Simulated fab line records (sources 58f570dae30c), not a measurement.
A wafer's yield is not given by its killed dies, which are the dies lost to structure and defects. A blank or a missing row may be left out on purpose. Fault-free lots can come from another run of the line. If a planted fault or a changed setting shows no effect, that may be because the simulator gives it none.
Split-lot study / flow berkeley cmos170 / 5 lots, 23 wafers read, on a route of 331 steps

## ABOUT THE SPLIT
At UCB170_M1_PEB_07, the setting peb temp c was moved away from the recipe's 130 C on 7 of the 23 wafers read, by -2.8% to +2.9%. For the rest of the wafers, this setting stayed at what the recipe calls for.

## FROM THE SPLIT TO THE READING: what the file shows between them, 5 steps
- UCB170_M1_DEVELOP_08: develop time 45 s
- UCB170_M1_CD_MEAS_09: target cd 700 nm
- UCB170_M1_ETCH_11: etches BARC in N2/H2
- UCB170_M1_METAL_ETCH_12: etches Al in Cl2/BCl3, stops on PSG, target depth 780 nm, time 130 s
- UCB170_M1_STRIP_13: strips in O2

## THE READING
cd nm at UCB170_M1_CD_MEAS_90, given in nm (cd target 700 nm). On this fab line, fault-free wafers typically give 701 nm with a standard deviation of 3.2 nm.

wafer=L074.1; tool, chamber at the split=litho track-02, 0; peb temp c as run, C=126.4; against the recipe=-2.8%; cd nm, nm=722; against lot-mates on the recipe=+23
wafer=L074.2; tool, chamber at the split=litho track-02, 0; peb temp c as run, C=126.4; against the recipe=-2.8%; cd nm, nm=726; against lot-mates on the recipe=+27
wafer=L074.3; tool, chamber at the split=litho track-02, 0; peb temp c as run, C=130; against the recipe=recipe; cd nm, nm=699; against lot-mates on the recipe=-
wafer=L074.5; tool, chamber at the split=litho track-02, 0; peb temp c as run, C=130; against the recipe=recipe; cd nm, nm=696; against lot-mates on the recipe=-
wafer=L074.6; tool, chamber at the split=litho track-02, 0; peb temp c as run, C=130; against the recipe=recipe; cd nm, nm=702; against lot-mates on the recipe=-
wafer=L077.1; tool, chamber at the split=litho track-01, 0; peb temp c as run, C=130; against the recipe=recipe; cd nm, nm=694; against lot-mates on the recipe=-
wafer=L077.4; tool, chamber at the split=litho track-01, 0; peb temp c as run, C=130; against the recipe=recipe; cd nm, nm=692; against lot-mates on the recipe=-
wafer=L077.6; tool, chamber at the split=litho track-01, 0; peb temp c as run, C=130; against the recipe=recipe; cd nm, nm=699; against lot-mates on the recipe=-
wafer=L078.2; tool, chamber at the split=litho track-02, 0; peb temp c as run, C=130; against the recipe=recipe; cd nm, nm=696; against lot-mates on the recipe=-
wafer=L078.3; tool, chamber at the split=litho track-02, 0; peb temp c as run, C=131.2; against the recipe=+0.9%; cd nm, nm=690; against lot-mates on the recipe=-7
wafer=L078.4; tool, chamber at the split=litho track-02, 0; peb temp c as run, C=131.2; against the recipe=+0.9%; cd nm, nm=693; against lot-mates on the recipe=-4
wafer=L078.5; tool, chamber at the split=litho track-02, 0; peb temp c as run, C=130; against the recipe=recipe; cd nm, nm=698; against lot-mates on the recipe=-
wafer=L078.6; tool, chamber at the split=litho track-02, 0; peb temp c as run, C=131.2; against the recipe=+0.9%; cd nm, nm=692; against lot-mates on the recipe=-5
wafer=L079.1; tool, chamber at the split=litho track-02, 0; peb temp c as run, C=130; against the recipe=recipe; cd nm, nm=698; against lot-mates on the recipe=-
wafer=L079.2; tool, chamber at the split=litho track-02, 0; peb temp c as run, C=130; against the recipe=recipe; cd nm, nm=700; against lot-mates on the recipe=-
wafer=L079.3; tool, chamber at the split=litho track-02, 0; peb temp c as run, C=130; against the recipe=recipe; cd nm, nm=698; against lot-mates on the recipe=-
wafer=L079.4; tool, chamber at the split=litho track-02, 0; peb temp c as run, C=130; against the recipe=recipe; cd nm, nm=699; against lot-mates on the recipe=-
wafer=L079.6; tool, chamber at the split=litho track-02, 0; peb temp c as run, C=130; against the recipe=recipe; cd nm, nm=699; against lot-mates on the recipe=-
wafer=L085.1; tool, chamber at the split=litho track-02, 0; peb temp c as run, C=133.8; against the recipe=+2.9%; cd nm, nm=684; against lot-mates on the recipe=-20
wafer=L085.3; tool, chamber at the split=litho track-02, 0; peb temp c as run, C=130; against the recipe=recipe; cd nm, nm=705; against lot-mates on the recipe=-
wafer=L085.4; tool, chamber at the split=litho track-02, 0; peb temp c as run, C=133.8; against the recipe=+2.9%; cd nm, nm=685; against lot-mates on the recipe=-19
wafer=L085.5; tool, chamber at the split=litho track-02, 0; peb temp c as run, C=130; against the recipe=recipe; cd nm, nm=702; against lot-mates on the recipe=-
wafer=L085.6; tool, chamber at the split=litho track-02, 0; peb temp c as run, C=130; against the recipe=recipe; cd nm, nm=704; against lot-mates on the recipe=-

FIT RESULTS
A straight line over all 23 wafers: cd nm changes by -7.03 nm for each +1% of peb temp c; r = -0.92; the points scatter about the line by 3.8 nm.
The same after taking each lot's own level away (the mean of its wafers on the recipe; 23 wafers): -7.66 nm for each +1%; r = -0.97; scatter 2.3 nm.
That fit puts the effect of the largest move of peb temp c on the reading at 22 nm.
From 695.0 to 703.7 nm: that is the span of the lots' own levels, equal to 2.7 times the standard deviation above.
Consequently the slope shifts little with the lot-to-lot level, the two slopes agreeing.
Check: -22.2 nm against its lot-mates is what the line predicts for one of the wafers moved furthest among these (+2.9%) when that wafer is left out of the fit. It came out at -19.7 nm against them.

## THE WHOLE CHAIN: every reading that the file lists as answering this split, in the file's order
step=UCB170_M1_CD_MEAS_09; what it does=target cd 700 nm; reading=cd nm; change (the file's fit)=-8.55 nm for each +1% of the setting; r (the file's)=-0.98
step=UCB170_M1_ETCH_11; what it does=etches BARC in N2/H2; reading=M1.cd nm (the simulator's own value, which no gauge read); change (the file's fit)=-8.25 nm for each +1% of the setting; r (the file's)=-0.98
step=UCB170_M1_METAL_ETCH_12; what it does=etches Al in Cl2/BCl3, stops on PSG, target depth 780 nm, time 130 s; reading=M1.cd nm (the simulator's own value, which no gauge read); change (the file's fit)=-7.63 nm for each +1% of the setting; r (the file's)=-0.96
step=UCB170_M1_CD_MEAS_90; what it does=target cd 700 nm; reading=cd nm; change (the file's fit)=-7.67 nm for each +1% of the setting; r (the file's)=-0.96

## THE FILE'S OWN FIT
cd nm changes by -7.67 nm for each +1% of peb temp c, r = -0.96.
